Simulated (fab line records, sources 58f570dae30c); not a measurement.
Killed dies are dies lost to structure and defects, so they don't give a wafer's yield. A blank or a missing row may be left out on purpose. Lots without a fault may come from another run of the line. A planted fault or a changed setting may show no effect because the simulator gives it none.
Split-lot experiment | flow berkeley_cmos170 | 5 lots, 23 wafers read, on a route of 331 steps

THE SPLIT
At UCB170_M3_SPUTTER_01 (material Al, target thk 900 nm, time 120 s), the setting time_s was moved away from the recipe's 120 s on 5 of the 23 wafers read, by +5.3% to +11.7%. The other wafers ran this setting at the recipe's value.

FROM THE SPLIT TO THE READING: what the file shows between them, 1 step
- UCB170_M3_RS_MEAS_02: measures by four-point-probe

THE READING
M3_AL_THK, in nm, at UCB170_M3_THK_MEAS_03 (measures by xrf). Fault-free wafers of this fab line usually give 912 nm, standard deviation 10 nm.

wafer  | tool, chamber at the split | time_s as run, s | against the recipe | M3_AL_THK, nm | against lot-mates on the recipe
L075.1 | pvd_sputter-03, -          | 120              | recipe             | 910           | -
L075.2 | pvd_sputter-03, -          | 120              | recipe             | 907           | -
L075.3 | pvd_sputter-03, -          | 120              | recipe             | 913           | -
L075.4 | pvd_sputter-03, -          | 120              | recipe             | 910           | -
L075.5 | pvd_sputter-03, -          | 120              | recipe             | 904           | -
L078.1 | pvd_sputter-01, -          | 120              | recipe             | 891           | -
L078.3 | pvd_sputter-01, -          | 120              | recipe             | 902           | -
L078.6 | pvd_sputter-01, -          | 120              | recipe             | 896           | -
L077.1 | pvd_sputter-03, -          | 134.1            | +11.7%             | 1028          | +110
L077.2 | pvd_sputter-03, -          | 134.1            | +11.7%             | 1030          | +112
L077.4 | pvd_sputter-03, -          | 120              | recipe             | 915           | -
L077.5 | pvd_sputter-03, -          | 120              | recipe             | 921           | -
L077.6 | pvd_sputter-03, -          | 134.1            | +11.7%             | 1016          | +98
L081.1 | pvd_sputter-01, -          | 120              | recipe             | 911           | -
L081.2 | pvd_sputter-01, -          | 120              | recipe             | 915           | -
L081.3 | pvd_sputter-01, -          | 120              | recipe             | 908           | -
L081.5 | pvd_sputter-01, -          | 120              | recipe             | 907           | -
L081.6 | pvd_sputter-01, -          | 120              | recipe             | 918           | -
L085.1 | pvd_sputter-01, -          | 120              | recipe             | 896           | -
L085.3 | pvd_sputter-01, -          | 126.4            | +5.3%              | 944           | +46
L085.4 | pvd_sputter-01, -          | 120              | recipe             | 902           | -
L085.5 | pvd_sputter-01, -          | 126.4            | +5.3%              | 942           | +44
L085.6 | pvd_sputter-01, -          | 120              | recipe             | 896           | -

THE FIT
A straight line over all 23 wafers: M3_AL_THK changes by +9.73 nm for each +1% of time_s; r = +0.98; the points scatter about the line by 9.3 nm.
The same after taking each lot's own level away (the mean of its wafers on the recipe; 23 wafers): +9.02 nm for each +1%; r = +0.99; scatter 4.2 nm.
On that fit, the largest move of time_s shifts the reading by 1.1e+02 nm.
The lots' own levels span 896.3 to 918.0 nm, that is 2.2 times the standard deviation above.
So the lot-to-lot level changes the slope little: the two slopes agree.
Check: with one of the wafers moved furthest among these (+11.7%) left out of the fit, the line predicts +104 nm for it against its lot-mates. It came out at +110 nm against them.

OTHER SPLITS ON THESE WAFERS
These wafers also went through other splits before the reading. Each is held against what the fit with the lots' levels taken away leaves over:
other split on the same wafers | wafers away from the commonest value | r with M3_AL_THK (lot level and that fit taken away)
UCB170_M2_EXPOSE_12 dose_mj    | 8                                    | +0.12
UCB170_M2_METAL_ETCH_18 icp_w  | 10                                   | +0.07

THE WHOLE CHAIN: every reading that the file lists as answering this split, in the file's order
step                  | what it does                               | reading                                                                     | change (the file's fit)               | r (the file's)
UCB170_M3_SPUTTER_01  | material Al, target thk 900 nm, time 120 s | Al_of_M3_SPUTTER_01.thk_nm (the simulator's own value, which no gauge read) | +9.08 nm for each +1% of the setting  | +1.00
UCB170_M3_RS_MEAS_02  | measures by four-point-probe               | M3_AL_RS                                                                    | -0.000294 for each +1% of the setting | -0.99
UCB170_M3_THK_MEAS_03 | measures by xrf                            | M3_AL_THK                                                                   | +8.98 for each +1% of the setting     | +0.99

THE FILE'S OWN FIT
M3_AL_THK changes by +8.98 nm for each +1% of time_s, r = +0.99.
